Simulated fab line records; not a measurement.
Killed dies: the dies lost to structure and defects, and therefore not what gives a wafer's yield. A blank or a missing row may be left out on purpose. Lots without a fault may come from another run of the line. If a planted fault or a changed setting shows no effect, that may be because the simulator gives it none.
fab line records | flow ritCmos
record: lots: 5 | wafers: 15 | lastDay: 7
route steps=202 shown PLDD@116 SPACER@125 NSD@131 PSD@142 SDANNEAL@153 SILICIDE@161 M1@202
lots that met no fault: from a run of the same line without faults
startH: hours from the record's opening day to when the first of the lot's shown wafers began | waitH: how many hours have passed since the lot's step before this one | " as in the row above | L1.1+2: a single row standing in for several wafers | - no value, or no start was given | * or withheld: withheld | < > ~ a bound
route shown NAME@n: NAME is a module with steps in the file, n the number in the route of the first one | usual: mean/standard deviation taken from wafers without a fault | same: alike in all rows | chamber/n: place in a boat | sites: the reading at each site | _std_site: standard deviation across them | _edge_site: outer sites' mean less inner sites' | radiusMm: how far each site lies from the wafer's centre | mask NAME#n: copy n | behind: the last tool/chamber to shape the wafer | hold: the reason the lot was held/the length of the hold in hours/how it ended | device: transistor that didn't switch, given as n, p or np | end of line: tests of these same wafers at the route's end | where a step has no rows: the recipe by itself | killed: count of dies lost to structure and defects at first sort (not the wafer's yield) | map: dies across one wafer; x = killed, . = not, _ = none there
set.NAME: the setting the step ran with; set.NAME@STEP: the setting that earlier step ran with | model.NAME: the simulator's own value behind a step, which no gauge read
lots seen at some steps along the route; tables by step, rows by wafer
services: the hour from which a tool's chamber was out of use, counted from the record's first day as startH (under 0 if before that day), plus the number of hours and why
== steps ==
step: RIT_PLDD_SOFTBAKE_02
recipe: resist: NOVOLAK | tempC: 90 | timeS: 58.98
step: RIT_PLDD_EXPOSE_03
recipe: maskId: M8 | na: 0.57 | targetCdNm: 40900 | doseMj: 250
step: RIT_PLDD_PEB_04
recipe: resist: NOVOLAK | tempC: withheld | timeS: withheld
step: RIT_PLDD_DEVELOP_05
recipe: resist: NOVOLAK | developTimeS: 50 | devTempC: 23
step: RIT_PLDD_OVL_MEAS_06
usual: PLDD_OVL: 0.4/1.3
lot.wafer | tool       | chamber | startH | waitH | PLDD_OVL[nm]
L624.3    | overlay-01 | -       | 66.86  | -     | 2.8
L624.4    | "          | -       | "      | "     | 4.6
L624.5    | "          | -       | "      | "     | 2.1
L631.2    | overlay-02 | -       | 99.97  | -     | -0.5
L631.3    | "          | -       | "      | "     | -1.4
L631.5    | "          | -       | "      | "     | -0.1
L632.1    | overlay-02 | -       | 109.11 | -     | 0.1
L632.2    | "          | -       | "      | "     | -0.6
L632.3    | "          | -       | "      | "     | 0.0
L634.2    | overlay-01 | -       | 113.38 | -     | 1.4
L634.3    | "          | -       | "      | "     | 1.6
L634.5    | "          | -       | "      | "     | 0.1
L642.1    | overlay-01 | -       | 155.52 | -     | -0.7
L642.3    | "          | -       | "      | "     | 0.8
L642.5    | "          | -       | "      | "     | 1.1
step: RIT_PLDD_HARDBAKE_07
recipe: resist: NOVOLAK | tempC: 140 | timeS: 60
step: RIT_PLDD_IMPLANT_08
recipe: species: BF2 | energyKev: 20 | doseCm2: 9e+14 | tiltDeg: 7
step: RIT_PLDD_STRIP_09
recipe: chemistry: O2 | timeS: 180 | resist: NOVOLAK | platenTempC: withheld | powerW: 500 | pressureMtorr: 4000 | o2FlowSccm: 4000
usual: chamberPressureMTorr: 4000/3.6 | drypumpMotorCurrentA: 5.7/0.39
lot.wafer | tool           | chamber | startH | waitH | chamberPressureMTorr | drypumpMotorCurrentA | rfHoursCounterH
L624.3    | plasmaAsher-02 | 0       | 67.25  | 0.1   | 3997                 | 6.1                  | -
L624.4    | "              | 1       | "      | "     | 3996                 | 6.1                  | -
L624.5    | "              | 1       | "      | "     | 4001                 | 6.1                  | -
L631.2    | plasmaAsher-04 | 0       | 100.42 | 0.1   | 3998                 | 6.0                  | 48
L631.3    | "              | 0       | "      | "     | 4003                 | 6.0                  | -
L631.5    | "              | 0       | "      | "     | 4002                 | 6.0                  | -
L632.1    | plasmaAsher-02 | 0       | 109.45 | 0.1   | 3996                 | 6.1                  | 48
L632.2    | "              | 1       | "      | "     | 4004                 | 6.1                  | 48
L632.3    | "              | 1       | "      | "     | 3998                 | 6.1                  | -
L634.2    | plasmaAsher-01 | 1       | 113.78 | 0.2   | 4003                 | 5.1                  | 47
L634.3    | "              | 0       | "      | "     | 4003                 | 5.7                  | -
L634.5    | "              | 0       | "      | "     | 4002                 | 5.7                  | -
L642.1    | plasmaAsher-01 | 0       | 155.86 | 0.1   | 4004                 | 5.7                  | 51
L642.3    | "              | 1       | "      | "     | 4004                 | 5.1                  | -
L642.5    | "              | 1       | "      | "     | 4002                 | 5.1                  | -
step: RIT_PLDD_TW_MEAS_10
usual: PLDD_TW: 2361/30
lot.wafer | tool         | chamber | startH | waitH | PLDD_TW
L624.3    | filmMetro-02 | -       | 67.38  | 0.1   | 2367
L624.4    | "            | -       | "      | "     | 2387
L624.5    | "            | -       | "      | "     | 2373
L631.2    | filmMetro-04 | -       | 100.60 | 0.1   | 2368
L631.3    | "            | -       | "      | "     | 2367
L631.5    | "            | -       | "      | "     | 2375
L632.1    | filmMetro-03 | -       | 109.62 | 0.1   | 2298
L632.2    | "            | -       | "      | "     | 2302
L632.3    | "            | -       | "      | "     | 2297
L634.2    | filmMetro-04 | -       | 113.96 | 0.1   | 2380
L634.3    | "            | -       | "      | "     | 2359
L634.5    | "            | -       | "      | "     | 2368
L642.1    | filmMetro-02 | -       | 156.03 | 0.1   | 2377
L642.3    | "            | -       | "      | "     | 2369
L642.5    | "            | -       | "      | "     | 2381
step: RIT_SPACER_CLEAN_00
recipe: chemistry: SC1 | mix: 3:3:50 | timeS: 614.6 | tempC: 75
step: RIT_SPACER_CLEAN_01
recipe: chemistry: dHF | dilution: 50:1 | timeS: 30
step: RIT_SPACER_CLEAN_02
recipe: chemistry: SC2 | mix: 3:3:50 | timeS: 600 | tempC: 75 | dry: n2Spin
step: RIT_SPACER_CVD_03
recipe: material: Si3N4 | targetThkNm: 250 | tempC: 810 | precursor: SiH2Cl2/NH3 | timeS: 3300 | pressureMtorr: 300 | sih2cl2FlowSccm: 60 | nh3FlowSccm: 150
lot.wafer | tool     | chamber | startH | waitH | model.Si3N4_of_SPACER_CVD_03.thkNm
L624.3    | lpcvd-01 | 0       | 67.81  | 0.0   | 249.7
L624.4    | "        | 0       | "      | "     | 248.6
L624.5    | "        | 0       | "      | "     | 250
L631.2    | lpcvd-02 | 0       | 101.17 | 0.1   | 251.5
L631.3    | "        | 0       | "      | "     | 251.2
L631.5    | "        | 0       | "      | "     | 251.8
L632.1    | lpcvd-01 | 0       | 110.22 | 0.0   | 250.7
L632.2    | "        | 0       | "      | "     | 249.2
L632.3    | "        | 0       | "      | "     | 250
L634.2    | lpcvd-02 | 0       | 114.40 | 0.0   | 220.6
L634.3    | "        | 0       | "      | "     | 217.6
L634.5    | "        | 0       | "      | "     | 217
L642.1    | lpcvd-01 | 1       | 156.48 | 0.0   | 253.9
L642.3    | "        | 1       | "      | "     | 250.5
L642.5    | "        | 1       | "      | "     | 253.6
step: RIT_SPACER_THK_MEAS_04
recipe: reads: Si3N4_of_SPACER_CVD_03
usual: SPACER_NITRIDE_THK: 249.5/2.5
lot.wafer | tool         | chamber | startH | waitH | hold                    | SPACER_NITRIDE_THK[nm]
L624.3    | filmMetro-02 | -       | 69.74  | 0.0   | -                       | 249.6
L624.4    | "            | -       | "      | "     | -                       | 248.6
L624.5    | "            | -       | "      | "     | -                       | 250.1
L631.2    | filmMetro-01 | -       | 104.06 | 0.0   | -                       | 251.5
L631.3    | "            | -       | "      | "     | -                       | 251.1
L631.5    | "            | -       | "      | "     | -                       | 251.9
L632.1    | filmMetro-02 | -       | 112.14 | 0.0   | -                       | 250.6
L632.2    | "            | -       | "      | "     | -                       | 249.2
L632.3    | "            | -       | "      | "     | -                       | 249.8
L634.2    | filmMetro-03 | -       | 116.32 | 0.0   | awaitDispo/0.2h/release | 220.8
L634.3    | "            | -       | "      | "     | awaitDispo/0.2h/release | 217.7
L634.5    | "            | -       | "      | "     | awaitDispo/0.2h/release | 216.9
L634.2    | filmMetro-03 | -       | 116.66 | 0.3   | -                       | 220.5
L634.3    | "            | -       | "      | "     | -                       | 217.7
L634.5    | "            | -       | "      | "     | -                       | 217.0
L642.1    | filmMetro-02 | -       | 158.39 | 0.0   | -                       | 254.0
L642.3    | "            | -       | "      | "     | -                       | 250.7
L642.5    | "            | -       | "      | "     | -                       | 253.5
step: RIT_SPACER_ETCHBACK_05
recipe: targetDepthA: 2500 | SF6_flow_sccm: 30 | CHF3_flow_sccm: 30 | target: Si3N4 | chemistry: SF6/CHF3 | pressureMtorr: 40 | rfW: 250 | timeS: 240 | stopOn: SiO2
usual: SF6_flow_sccm: 30.00/0.085 | chamberPressureMTorr: 40.00/0.035 | drypumpMotorCurrentA: 5.7/0.41 | oesProductAu: 0.844/0.014 | throttleValvePct: 10.26/0.17
lot.wafer | tool       | chamber | startH | waitH | hold                    | SF6_flow_sccm | chamberPressureMTorr | drypumpMotorCurrentA | oesProductAu | rfHoursCounterH | throttleValvePct | model.etch.depthNm
L624.3    | rieDiel-02 | 3       | 69.78  | 0.0   | -                       | 30.01         | 40.03                | 5.5                  | 0.840        | 146             | 10.19            | 249.7
L624.4    | "          | 3       | "      | "     | -                       | 29.89         | 40.01                | 5.4                  | 0.845        | -               | 10.19            | 248.6
L624.5    | "          | 0       | "      | "     | -                       | 29.81         | 39.99                | 5.1                  | 0.861        | -               | 10.28            | 250
L631.2    | rieDiel-03 | 0       | 104.11 | 0.0   | -                       | 30.03         | 40.01                | 6.1                  | 0.851        | 96              | 10.20            | 251.5
L631.3    | "          | 2       | "      | "     | -                       | 30.06         | 40.02                | 6.0                  | 0.858        | 8               | 10.46            | 251.2
L631.5    | "          | 0       | "      | "     | -                       | 30.05         | 39.95                | 6.1                  | 0.854        | -               | 10.19            | 251.8
L632.1    | rieDiel-02 | 3       | 112.20 | 0.1   | -                       | 30.06         | 39.96                | 5.5                  | 0.859        | 147             | 10.20            | 250.7
L632.2    | "          | 0       | "      | "     | -                       | 30.00         | 40.01                | 5.1                  | 0.864        | 76              | 10.29            | 249.2
L632.3    | "          | 2       | "      | "     | -                       | 29.94         | 39.92                | 6.0                  | 0.821        | 103             | 9.94             | 250
L634.2    | rieDiel-03 | 0       | 118.62 | 2.0   | awaitDispo/1.9h/release | 29.91         | 40.03                | 6.1                  | 0.771        | 97              | 10.16            | 220.6
L634.3    | "          | 2       | "      | "     | awaitDispo/1.9h/release | 30.01         | 39.98                | 6.1                  | 0.779        | 9               | 10.44            | 217.6
L634.5    | "          | 3       | "      | "     | awaitDispo/1.9h/release | 30.00         | 39.97                | 5.9                  | 0.774        | -               | 10.05            | 217
L642.1    | rieDiel-04 | 0       | 158.45 | 0.1   | -                       | 30.11         | 39.99                | 5.3                  | 0.845        | 2               | 10.35            | 253.9
L642.3    | "          | 2       | "      | "     | -                       | 29.77         | 40.00                | 5.6                  | 0.833        | 108             | 10.21            | 250.5
L642.5    | "          | 1       | "      | "     | -                       | 30.13         | 39.98                | 5.8                  | 0.871        | -               | 10.31            | 253.6
step: RIT_NSD_HMDS_00
recipe: primeTimeS: 60 | primeTempC: 140
step: RIT_NSD_COAT_01
recipe: resist: NOVOLAK | spinRpm: 3250 | resistThkNm: 1000
step: RIT_NSD_SOFTBAKE_02
recipe: resist: NOVOLAK | tempC: 90 | timeS: 60
step: RIT_NSD_EXPOSE_03
recipe: maskId: M9 | na: 0.57 | targetCdNm: 40700 | doseMj: 250
step: RIT_NSD_PEB_04
recipe: resist: NOVOLAK | tempC: withheld | timeS: withheld
step: RIT_NSD_DEVELOP_05
recipe: resist: NOVOLAK | developTimeS: 50 | devTempC: 23
step: RIT_NSD_OVL_MEAS_06
usual: NSD_OVL: 0.6/1.3
lot.wafer | tool       | chamber | startH | waitH | NSD_OVL[nm]
L624.3    | overlay-01 | -       | 70.79  | -     | -2.6
L624.4    | "          | -       | "      | "     | -2.0
L624.5    | "          | -       | "      | "     | -1.8
L631.2    | overlay-02 | -       | 105.24 | -     | 0.8
L631.3    | "          | -       | "      | "     | 0.0
L631.5    | "          | -       | "      | "     | 1.1
L632.1    | overlay-02 | -       | 113.37 | -     | -1.4
L632.2    | "          | -       | "      | "     | 0.9
L632.3    | "          | -       | "      | "     | 0.4
L634.2    | overlay-02 | -       | 120.00 | -     | 0.5
L634.3    | "          | -       | "      | "     | -2.2
L634.5    | "          | -       | "      | "     | 1.3
L642.1    | overlay-02 | -       | 159.45 | -     | 0.3
L642.3    | "          | -       | "      | "     | 1.5
L642.5    | "          | -       | "      | "     | 1.8
step: RIT_NSD_HARDBAKE_07
recipe: resist: NOVOLAK | tempC: 140 | timeS: 60
step: RIT_NSD_IMPLANT_08
recipe: species: P | energyKev: 25 | doseCm2: 1e+15 | tiltDeg: 7
step: RIT_NSD_STRIP_09
recipe: chemistry: O2 | timeS: 180 | resist: NOVOLAK | platenTempC: withheld | powerW: 500 | pressureMtorr: 4000 | o2FlowSccm: 4000
usual: chamberPressureMTorr: 4000/3.2 | drypumpMotorCurrentA: 5.9/0.35
lot.wafer | tool           | chamber | startH | waitH | chamberPressureMTorr | drypumpMotorCurrentA | rfHoursCounterH
L624.3    | plasmaAsher-03 | 1       | 71.18  | 0.1   | 3996                 | 6.3                  | -
L624.4    | "              | 0       | "      | "     | 4000                 | 5.9                  | -
L624.5    | "              | 1       | "      | "     | 4000                 | 6.3                  | -
L631.2    | plasmaAsher-01 | 1       | 105.57 | 0.1   | 3997                 | 5.1                  | 46
L631.3    | "              | 1       | "      | "     | 4001                 | 5.1                  | -
L631.5    | "              | 0       | "      | "     | 3998                 | 5.7                  | -
L632.1    | plasmaAsher-02 | 0       | 113.71 | 0.1   | 3996                 | 6.1                  | 48
L632.2    | "              | 1       | "      | "     | 3995                 | 6.1                  | 48
L632.3    | "              | 1       | "      | "     | 3996                 | 6.1                  | -
L634.2    | plasmaAsher-03 | 0       | 120.33 | 0.1   | 3997                 | 5.9                  | 31
L634.3    | "              | 1       | "      | "     | 4002                 | 6.3                  | -
L634.5    | "              | 1       | "      | "     | 3998                 | 6.3                  | -
L642.1    | plasmaAsher-02 | 1       | 159.79 | 0.1   | 4002                 | 6.1                  | 54
L642.3    | "              | 1       | "      | "     | 3998                 | 6.2                  | -
L642.5    | "              | 0       | "      | "     | 3998                 | 6.1                  | -
step: RIT_NSD_TW_MEAS_10
usual: NSD_TW: 3112/44
lot.wafer | tool         | chamber | startH | waitH | NSD_TW
L624.3    | filmMetro-02 | -       | 71.31  | 0.1   | 3142
L624.4    | "            | -       | "      | "     | 3133
L624.5    | "            | -       | "      | "     | 3135
L631.2    | filmMetro-03 | -       | 105.75 | 0.1   | 3072
L631.3    | "            | -       | "      | "     | 3054
L631.5    | "            | -       | "      | "     | 3059
L632.1    | filmMetro-02 | -       | 113.88 | 0.1   | 3162
L632.2    | "            | -       | "      | "     | 3152
L632.3    | "            | -       | "      | "     | 3166
L634.2    | filmMetro-03 | -       | 120.51 | 0.1   | 3058
L634.3    | "            | -       | "      | "     | 3061
L634.5    | "            | -       | "      | "     | 3054
L642.1    | filmMetro-04 | -       | 159.97 | 0.1   | 3153
L642.3    | "            | -       | "      | "     | 3161
L642.5    | "            | -       | "      | "     | 3175
step: RIT_PSD_HMDS_00
recipe: primeTimeS: 60 | primeTempC: 140
step: RIT_PSD_COAT_01
recipe: resist: NOVOLAK | spinRpm: 3250 | resistThkNm: 1005
step: RIT_PSD_SOFTBAKE_02
recipe: resist: NOVOLAK | tempC: 90 | timeS: 60
step: RIT_PSD_EXPOSE_03
recipe: maskId: M10 | na: 0.57 | targetCdNm: 40900 | doseMj: 250
step: RIT_PSD_PEB_04
recipe: resist: NOVOLAK | tempC: withheld | timeS: withheld
step: RIT_PSD_DEVELOP_05
recipe: resist: NOVOLAK | developTimeS: 50 | devTempC: 23
step: RIT_PSD_OVL_MEAS_06
usual: PSD_OVL: -1.2/1.3
lot.wafer | tool       | chamber | startH | waitH | PSD_OVL[nm]
L624.3    | overlay-02 | -       | 72.50  | -     | -1.9
L624.4    | "          | -       | "      | "     | -2.4
L624.5    | "          | -       | "      | "     | -1.3
L631.2    | overlay-01 | -       | 106.66 | -     | -2.5
L631.3    | "          | -       | "      | "     | -2.9
L631.5    | "          | -       | "      | "     | -4.3
L632.1    | overlay-02 | -       | 115.05 | -     | 0.7
L632.2    | "          | -       | "      | "     | 1.7
L632.3    | "          | -       | "      | "     | -0.4
L634.2    | overlay-02 | -       | 121.46 | -     | -3.1
L634.3    | "          | -       | "      | "     | -2.5
L634.5    | "          | -       | "      | "     | 0.4
L642.1    | overlay-02 | -       | 160.88 | -     | -2.4
L642.3    | "          | -       | "      | "     | -2.7
L642.5    | "          | -       | "      | "     | -1.8
step: RIT_PSD_HARDBAKE_07
recipe: resist: NOVOLAK | tempC: 140 | timeS: 60
step: RIT_PSD_IMPLANT_08
recipe: species: BF2 | energyKev: 27 | doseCm2: 5.077e+15 | tiltDeg: 7
step: RIT_PSD_STRIP_09
recipe: chemistry: O2 | timeS: 180 | resist: NOVOLAK | platenTempC: withheld | powerW: 500 | pressureMtorr: 4000 | o2FlowSccm: 4000
usual: chamberPressureMTorr: 4000/3.5 | drypumpMotorCurrentA: 5.95/0.3
lot.wafer | tool           | chamber | startH | waitH | chamberPressureMTorr | drypumpMotorCurrentA | rfHoursCounterH
L624.3    | plasmaAsher-02 | 1       | 72.99  | 0.1   | 3995                 | 6.14                 | -
L624.4    | "              | 0       | "      | "     | 3992                 | 6.06                 | -
L624.5    | "              | 1       | "      | "     | 3991                 | 6.13                 | -
L631.2    | plasmaAsher-04 | 0       | 106.99 | 0.1   | 3998                 | 6.04                 | 48
L631.3    | "              | 0       | "      | "     | 4001                 | 6.03                 | -
L631.5    | "              | 1       | "      | "     | 3991                 | 5.33                 | -
L632.1    | plasmaAsher-02 | 1       | 115.39 | 0.1   | 4000                 | 6.13                 | 48
L632.2    | "              | 0       | "      | "     | 4003                 | 6.05                 | 48
L632.3    | "              | 0       | "      | "     | 4005                 | 6.06                 | -
L634.2    | plasmaAsher-02 | 0       | 121.89 | 0.1   | 3996                 | 6.05                 | 49
L634.3    | "              | 1       | "      | "     | 4001                 | 6.14                 | -
L634.5    | "              | 1       | "      | "     | 4003                 | 6.12                 | -
L642.1    | plasmaAsher-02 | 0       | 161.21 | 0.1   | 3997                 | 6.05                 | 54
L642.3    | "              | 1       | "      | "     | 3995                 | 6.12                 | -
L642.5    | "              | 0       | "      | "     | 4004                 | 6.03                 | -
step: RIT_PSD_TW_MEAS_10
usual: PSD_TW: 3441/54
lot.wafer | tool         | chamber | startH | waitH | PSD_TW
L624.3    | filmMetro-03 | -       | 73.13  | 0.1   | 3370
L624.4    | "            | -       | "      | "     | 3368
L624.5    | "            | -       | "      | "     | 3376
L631.2    | filmMetro-03 | -       | 107.17 | 0.1   | 3374
L631.3    | "            | -       | "      | "     | 3369
L631.5    | "            | -       | "      | "     | 3358
L632.1    | filmMetro-03 | -       | 115.56 | 0.1   | 3365
L632.2    | "            | -       | "      | "     | 3375
L632.3    | "            | -       | "      | "     | 3367
L634.2    | filmMetro-02 | -       | 122.08 | 0.1   | 3477
L634.3    | "            | -       | "      | "     | 3489
L634.5    | "            | -       | "      | "     | 3492
L642.1    | filmMetro-04 | -       | 161.39 | 0.1   | 3466
L642.3    | "            | -       | "      | "     | 3450
L642.5    | "            | -       | "      | "     | 3468
step: RIT_SDANNEAL_CLEAN_00
recipe: chemistry: SC1 | mix: 3:3:50 | timeS: 600 | tempC: 75
step: RIT_SDANNEAL_CLEAN_01
recipe: chemistry: dHF | dilution: 50:1 | timeS: 30
step: RIT_SDANNEAL_CLEAN_02
recipe: chemistry: SC2 | mix: 3:3:50 | timeS: 600 | tempC: 75 | dry: n2Spin
step: RIT_SDANNEAL_RTA_03
recipe: tempC: 1050 | timeS: 5 | idleTempC: 600 | rampUpCPerS: 342 | rampDownCPerS: 171 | coolToC: 600 | ambient: N2
usual: wafer_temp_C_max: 1053.7/1.2
lot.wafer | tool         | chamber | startH | waitH | wafer_temp_C_max
L624.3    | rtpAnneal-01 | 0       | 73.62  | 0.0   | 1053.0
L624.4    | "            | 0       | "      | "     | 1053.9
L624.5    | "            | 0       | "      | "     | 1052.2
L631.2    | rtpAnneal-02 | 0       | 107.63 | 0.0   | 1052.4
L631.3    | "            | 0       | "      | "     | 1054.4
L631.5    | "            | 0       | "      | "     | 1051.9
L632.1    | rtpAnneal-01 | 0       | 116.01 | 0.0   | 1052.7
L632.2    | "            | 0       | "      | "     | 1051.7
L632.3    | "            | 0       | "      | "     | 1056.4
L634.2    | rtpAnneal-01 | 0       | 122.68 | 0.0   | 1053.3
L634.3    | "            | 0       | "      | "     | 1053.6
L634.5    | "            | 0       | "      | "     | 1054.2
L642.1    | rtpAnneal-01 | 0       | 162.02 | 0.0   | 1053.8
L642.3    | "            | 0       | "      | "     | 1052.9
L642.5    | "            | 0       | "      | "     | 1054.0
step: RIT_SDANNEAL_RS_MEAS_04
recipe: thkMeasGauge: four-point-probe
usual: PSD_RS: 115.68/0.28
lot.wafer | tool         | chamber | startH | waitH | PSD_RS[ohm/sq]
L624.3    | filmMetro-02 | -       | 73.70  | 0.1   | 115.49
L624.4    | "            | -       | "      | "     | 115.43
L624.5    | "            | -       | "      | "     | 116.03
L631.2    | filmMetro-04 | -       | 107.70 | 0.1   | 115.60
L631.3    | "            | -       | "      | "     | 115.57
L631.5    | "            | -       | "      | "     | 115.52
L632.1    | filmMetro-02 | -       | 116.07 | 0.0   | 115.88
L632.2    | "            | -       | "      | "     | 115.97
L632.3    | "            | -       | "      | "     | 115.95
L634.2    | filmMetro-04 | -       | 122.75 | 0.1   | 115.64
L634.3    | "            | -       | "      | "     | 115.70
L634.5    | "            | -       | "      | "     | 115.16
L642.1    | filmMetro-03 | -       | 162.08 | 0.0   | 115.55
L642.3    | "            | -       | "      | "     | 116.00
L642.5    | "            | -       | "      | "     | 115.52
step: RIT_SILICIDE_WET_ETCH_00
recipe: chemistry: BOE | target: SiO2 | targetDepthNm: 14 | timeS: 15 | dry: n2Spin | dilution: 10:1 | tempC: 21.5
lot.wafer | tool        | chamber | startH | waitH | model.Si3N4_of_SPACER_CVD_03.thkNm
L624.3    | wetBench-04 | 0       | 74.14  | 0.1   | 194.3
L624.4    | "           | 0       | "      | "     | 193.4
L624.5    | "           | 0       | "      | "     | 194.1
L631.2+5  | wetBench-03 | 0       | 108.16 | 0.1   | 196.7
L631.3    | "           | 0       | "      | "     | 196.6
L632.1    | wetBench-03 | 0       | 116.55 | 0.1   | 195.3
L632.2    | "           | 0       | "      | "     | 193.2
L632.3    | "           | 0       | "      | "     | 195.4
L634.2    | wetBench-01 | 0       | 123.21 | 0.1   | 171.9
L634.3    | "           | 0       | "      | "     | 169.9
L634.5    | "           | 0       | "      | "     | 168.3
L642.1    | wetBench-01 | 2       | 162.56 | 0.1   | 197.7
L642.3    | "           | 2       | "      | "     | 194.6
L642.5    | "           | 2       | "      | "     | 198
step: RIT_M1_PROBE_99
usual: killedAtContacts: 0.1/0.27 | killedAtFrontEnd: 6.7/2.9 | killedDies: 6.7/2.9 | killedOpen: 3.4/1.8 | killedShort: 3.3/2.2
same: grossDies: 264 | killed_at_M0_to_M3: 0 | killed_at_M4_up: 0 | killedAtBackSide: 0 | killedAtOther: 0
lot.wafer | tool      | chamber | startH | waitH | killedAtContacts | killedAtFrontEnd | killedDies | killedOpen | killedShort
L624.3    | prober-02 | -       | 81.17  | 0.2   | 1                | 5                | 6          | 4          | 2
L624.4    | prober-02 | -       | 81.22  | 0.2   | 0                | 8                | 8          | 3          | 5
L624.5    | prober-02 | -       | 81.27  | 0.2   | 0                | 16               | 16         | 7          | 9
L631.2    | prober-02 | -       | 115.57 | 0.1   | 0                | 5                | 5          | 4          | 1
L631.3    | prober-02 | -       | 115.62 | 0.2   | 0                | 7                | 7          | 4          | 3
L631.5    | prober-02 | -       | 115.72 | 0.2   | 0                | 8                | 8          | 3          | 5
L632.1    | prober-01 | -       | 123.55 | 0.1   | 0                | 9                | 9          | 9          | 0
L632.2    | prober-01 | -       | 123.60 | 0.1   | 0                | 4                | 4          | 3          | 1
L632.3    | prober-01 | -       | 123.65 | 0.2   | 0                | 3                | 3          | 1          | 2
L634.2    | prober-01 | -       | 130.91 | 0.1   | 0                | 12               | 12         | 5          | 7
L634.3    | prober-01 | -       | 130.96 | 0.2   | 0                | 1                | 1          | 1          | 0
L634.5    | prober-01 | -       | 131.06 | 0.2   | 0                | 6                | 6          | 3          | 3
L642.1    | prober-01 | -       | 169.51 | 0.1   | 0                | 17               | 17         | 4          | 13
L642.3    | prober-01 | -       | 169.61 | 0.2   | 0                | 1                | 1          | 1          | 0
L642.5    | prober-01 | -       | 169.71 | 0.2   | 0                | 9                | 9          | 5          | 4
killed by level:class
L624.3 SPACER:geometricParticle:open=2 GATE:geometricParticle:open=1 GATE:geometricParticle:short=1 SILICIDE:geometricParticle:open=1 CONTACT:geometricParticle:short=1
L624.4 SILICIDE:geometricParticle:short=3 GATE:geometricParticle:short=1 GATE:geometricParticle:open=1 SPACER:geometricParticle:open=1 SPACER:geometricParticle:short=1 SILICIDE:geometricParticle:open=1
L624.5 GATE:geometricParticle:open=4 GATE:geometricParticle:short=4 SILICIDE:geometricParticle:open=3 SPACER:geometricParticle:short=2 FOX2:geometricParticle:short=1 REOX:geometricParticle:short=1 SILICIDE:geometricParticle:short=1
L631.2 GATE:geometricParticle:open=3 GATE:geometricParticle:short=1 SILICIDE:geometricParticle:open=1
L631.3 GATE:geometricParticle:short=2 FOX1:geometricParticle:open=1 GATE:geometricParticle:open=1 REOX:geometricParticle:open=1 REOX:geometricParticle:short=1 SILICIDE:geometricParticle:open=1
L631.5 GATE:geometricParticle:short=2 REOX:geometricParticle:short=2 FOX1:geometricParticle:open=1 FOX1:geometricParticle:short=1 GATE:geometricParticle:open=1 STARTING-WAFER:geometricParticle:open=1
L632.1 FOX1:geometricParticle:open=4 REOX:geometricParticle:open=3 SPACER:geometricParticle:open=2
L632.2 FOX2:geometricParticle:open=1 REOX:geometricParticle:open=1 SPACER:geometricParticle:short=1 SILICIDE:geometricParticle:open=1
L632.3 FOX1:geometricParticle:short=2 GATE:geometricParticle:open=1
L634.2 GATE:geometricParticle:short=3 FOX1:geometricParticle:short=2 GATE:geometricParticle:open=2 REOX:geometricParticle:open=2 SPACER:geometricParticle:short=2 FOX2:geometricParticle:open=1
L634.3 SILICIDE:geometricParticle:open=1
L634.5 FOX2:geometricParticle:short=1 GATE:geometricParticle:open=1 GATE:geometricParticle:short=1 REOX:geometricParticle:open=1 REOX:geometricParticle:short=1 SPACER:geometricParticle:open=1
L642.1 GATE:geometricParticle:short=7 REOX:geometricParticle:short=3 REOX:geometricParticle:open=2 SPACER:geometricParticle:short=2 FOX1:geometricParticle:short=1 GATE:geometricParticle:open=1 SPACER:geometricParticle:open=1
L642.3 GATE:geometricParticle:open=1
L642.5 GATE:geometricParticle:short=3 FOX1:geometricParticle:open=2 SPACER:geometricParticle:open=2 FOX1:geometricParticle:short=1 GATE:geometricParticle:open=1
== services ==
tool           | chamber | startH | hours | kind
rtpAnneal-02   | -       | 51.47  | 4.8   | pm
rieDiel-03     | 0       | 54.50  | 1.9   | repair
rieDiel-02     | 1       | 62.93  | -     | clean
rieDiel-02     | 1       | 62.93  | 22.2  | scheduledDown
rieDiel-02     | 1       | 62.93  | 22.2  | ventCycle
plasmaAsher-03 | -       | 63.47  | 2.8   | pm
rieDiel-03     | -       | 68.33  | 1.2   | repair
rieDiel-02     | -       | 70.82  | 3.2   | repair
rieDiel-02     | 3       | 82.61  | 6.1   | repair
rieDiel-03     | 1       | 96.18  | 13.8  | repair
plasmaAsher-04 | -       | 108.75 | 9.0   | pm
plasmaAsher-04 | 0       | 108.75 | 9.0   | ventCycle
plasmaAsher-04 | 1       | 108.75 | 9.0   | ventCycle
plasmaAsher-04 | 0       | 117.75 | -     | clean
plasmaAsher-04 | 1       | 117.75 | -     | clean
plasmaAsher-03 | -       | 139.37 | 6.4   | repair
rieDiel-04     | 0       | 141.71 | 13.2  | repair
plasmaAsher-01 | -       | 145.12 | 2.8   | pm
lpcvd-02       | -       | 147.70 | 29.3  | repair
rieDiel-02     | 3       | 154.67 | -     | clean
rieDiel-02     | 3       | 154.67 | 21.4  | scheduledDown
rieDiel-02     | 3       | 154.67 | 21.4  | ventCycle
== key ==
firstSign: step: RIT_SPACER_THK_MEAS_04 | reading: visit | direction: added
effect: step: RIT_SPACER_THK_MEAS_04 | reading: SPACER_NITRIDE_THK | direction: down | sigmas: 12 | usual: 249.5 | struck: 218.5
effect: step: RIT_SPACER_ETCHBACK_05 | reading: oesProductAu | direction: down | sigmas: 4.8 | usual: 0.844 | struck: 0.775
modelEffect: step: RIT_SPACER_CVD_03 | value: Si3N4_of_SPACER_CVD_03.thkNm | without: 250.9 | struck: 218.4
modelEffect: step: RIT_SPACER_ETCHBACK_05 | value: etch.depthNm | without: 250.9 | struck: 218.4
modelEffect: step: RIT_SILICIDE_WET_ETCH_00 | value: Si3N4_of_SPACER_CVD_03.thkNm | without: 195.6 | struck: 170.1
metAt RIT_SPACER_CVD_03
struckWafers L634.2,L634.3,L634.5
testerLeftOut L634
onsetBetween 101.17 114.40
fault: kind: processParameterDrift | tool: lpcvd-02 | chamber: 0 | onsetH: 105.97 | steps: RIT_SPACER_CVD_03 | channel: targetThkNm | offset: -32.5 | shape: step | endH: 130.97 | actsIn: theseRecipesOnly | stated: 250
testerLeftOut: of these lots the tester's yield and bins aren't shown, on N5 and GAA mostly nor the transistor test; their killed dies are dies lost to structure and defects alone, not to doping, threshold or leakage, so they don't give the yield
